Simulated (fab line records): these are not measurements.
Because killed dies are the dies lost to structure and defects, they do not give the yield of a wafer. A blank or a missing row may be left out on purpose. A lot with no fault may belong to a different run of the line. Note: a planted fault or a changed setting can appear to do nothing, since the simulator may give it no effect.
Which tool did it? | flow berkeleyCmos170 | 15 lots with 45 wafers sampled at 4 steps, on a route of 331 steps

## WHAT THE GAUGES SHOWED, per wafer
UCB170_START_THK_MEAS_03.
lot  | measured    | on           | START_OXIDE_THK (nm)
L768 | day 2 06:20 | filmMetro-04 | 20.2 20.5 20.3
L769 | day 2 11:21 | filmMetro-02 | 19.8 19.8 19.8
L770 | day 2 17:16 | filmMetro-04 | 20.1 19.7 19.9
L771 | day 2 23:47 | filmMetro-03 | 20.2 20.0 20.3
L773 | day 3 07:11 | filmMetro-03 | 20.3 20.4 20.4
L774 | day 3 13:34 | filmMetro-03 | 19.0 19.6 19.1
L777 | day 4 02:54 | filmMetro-04 | 19.9 19.9 19.7
L778 | day 4 10:25 | filmMetro-03 | 20.7 20.0 19.6
L779 | day 4 10:25 | filmMetro-02 | 20.2 19.9 20.6
L780 | day 4 18:24 | filmMetro-04 | 19.7 19.6 19.4
L781 | day 4 22:45 | filmMetro-04 | 20.1 20.1 19.9
L783 | day 5 09:56 | filmMetro-02 | 19.9 19.7 20.1
L786 | day 6 00:33 | filmMetro-04 | 20.3 20.4 20.4
L787 | day 6 05:23 | filmMetro-02 | 19.7 19.5 19.5
L788 | day 6 14:50 | filmMetro-03 | 20.8 20.8 20.9

UCB170_ACTIVE_CD_MEAS_90: target cd 1200 nm.
lot  | measured     | on       | cdNm (nm)
L768 | day 5 18:56  | cdSem-01 | 1200.5 1200.4 1201.2
L769 | day 5 19:11  | cdSem-01 | 1200.9 1202.3 1200.2
L770 | day 6 03:27  | cdSem-01 | 1197.1 1198.2 1197.9
L771 | day 6 03:07  | cdSem-01 | 1198.7 1198.5 1199.3
L773 | day 6 03:20  | cdSem-01 | 1201.3 1201.3 1202.1
L774 | day 6 23:27  | cdSem-02 | 1199.1 1199.1 1199.9
L777 | day 7 11:23  | cdSem-02 | 1198.2 1198.4 1200.0
L778 | day 7 19:23  | cdSem-02 | 1199.3 1198.9 1198.8
L779 | day 7 18:50  | cdSem-01 | 1200.9 1201.3 1199.6
L780 | day 7 19:07  | cdSem-01 | 1199.0 1199.2 1197.4
L781 | day 8 16:05  | cdSem-01 | 1201.6 1201.4 1201.0
L783 | day 8 15:33  | cdSem-01 | 1199.0 1198.7 1197.6
L786 | day 9 17:08  | cdSem-01 | 1198.3 1197.7 1197.2
L787 | day 9 17:06  | cdSem-02 | 1201.1 1198.8 1200.6
L788 | day 10 00:31 | cdSem-02 | 1199.2 1200.4 1199.9

UCB170_NLDD_OVL_MEAS_07.
lot  | measured     | on         | NLDD_OVL (nm)
L768 | day 8 06:01  | overlay-02 | 9 5 10
L769 | day 8 05:47  | overlay-02 | -2 -9 -4
L770 | day 8 18:05  | overlay-01 | 2 -1 8
L771 | day 8 17:50  | overlay-02 | -1 0 -5
L773 | day 8 17:29  | overlay-02 | 4 -3 3
L774 | day 9 06:29  | overlay-01 | 4 4 5
L777 | day 9 18:08  | overlay-02 | 1 -2 1
L778 | day 10 07:34 | overlay-01 | 1 6 4
L779 | day 10 07:23 | overlay-01 | -11 -6 1
L780 | day 10 07:40 | overlay-02 | -6 -1 -1
L781 | day 11 06:55 | overlay-01 | -8 -6 -4
L783 | day 11 06:11 | overlay-01 | -5 -5 -8
L786 | day 12 03:49 | overlay-02 | -5 -1 -3
L787 | day 12 04:04 | overlay-01 | -6 -8 -1
L788 | day 12 17:35 | overlay-02 | -5 2 -6

## EACH LOT AND THE TOOL THAT RAN IT (in order: tool; ch and the chambers of the sampled wafers; start)
lot  | UCB170_NWELL_WET_ETCH_00
L768 | wetBench-02 ch 3, day 2 14:10
L769 | wetBench-03 ch 3, day 2 18:16
L770 | wetBench-01 ch 1, day 3 01:37
L771 | wetBench-02 ch 3, day 3 06:46
L773 | wetBench-03 ch 3, day 3 14:56
L774 | wetBench-03 ch 0, day 3 19:10
L777 | wetBench-03 ch 3, day 4 07:57
L778 | wetBench-03 ch 2, day 4 18:20
L779 | wetBench-03 ch 3, day 4 17:52
L780 | wetBench-01 ch 3, day 5 01:05
L781 | wetBench-01 ch 0, day 5 06:38
L783 | wetBench-03 ch 0, day 5 14:13
L786 | wetBench-01 ch 2, day 6 08:41
L787 | wetBench-02 ch 1, day 6 17:16
L788 | wetBench-02 ch 2, day 7 02:03
- UCB170_NWELL_WET_ETCH_00: etches SiO2 in dHF, time 200 s.

## WHAT THE TOOLS THEMSELVES READ (means of the sampled wafers that have a number; where no wafer has one, the mark that the record gives instead)
UCB170_NWELL_WET_ETCH_00.
lot  | tool        | bathHeatDutyPct (%) | runLengthS (s)
L768 | wetBench-02 | 5.4                 | 233
L769 | wetBench-03 | 6.3                 | 226
L770 | wetBench-01 | 6.0                 | 226
L771 | wetBench-02 | 5.4                 | 226
L773 | wetBench-03 | 6.2                 | 227
L774 | wetBench-03 | 5.3                 | 233
L777 | wetBench-03 | 5.7                 | 226
L778 | wetBench-03 | -                   | -
L779 | wetBench-03 | 6.3                 | 233
L780 | wetBench-01 | -                   | -
L781 | wetBench-01 | -                   | -
L783 | wetBench-03 | 5.3                 | 227
L786 | wetBench-01 | 6.3                 | 225
L787 | wetBench-02 | 6.0                 | 235
L788 | wetBench-02 | 6.5                 | 232

## THE ANSWER, worked out from the rows above alone
Rule: what is usual is taken from the lots themselves. Put in order of their means at a reading, lots are off if they are a third of the lots or fewer, leave a main group of 4 or more, and stand apart from it by a gap of 3 or more times the standard deviation of the main group's means; of several such gaps the widest counts. Not used: any main group whose means are identical at the precision the tables above print for the reading. Also off: a lot with no number at a reading for which 4 or more lots have one. All remaining lots with rows at the step are treated as sound. The gauges are gone through in route order, then the tools' own readings, and for those a lot's mean is taken as printed above. The first step at which some lot is off is used, and at that step the reading that is off furthest; a lot without a number counts as furthest.
Off: L778, L780, L781, at UCB170_NWELL_WET_ETCH_00 (bathHeatDutyPct). Without a number there: L778, L780, L781. Main group: mean 5.9 %, sd 0.43.
A tool fits if, at that step or a process step before it, it ran every lot that is off, and no sound lot after the first of them. None of those tried fits.

## WHAT WAS PUT IN BY THE SIMULATOR
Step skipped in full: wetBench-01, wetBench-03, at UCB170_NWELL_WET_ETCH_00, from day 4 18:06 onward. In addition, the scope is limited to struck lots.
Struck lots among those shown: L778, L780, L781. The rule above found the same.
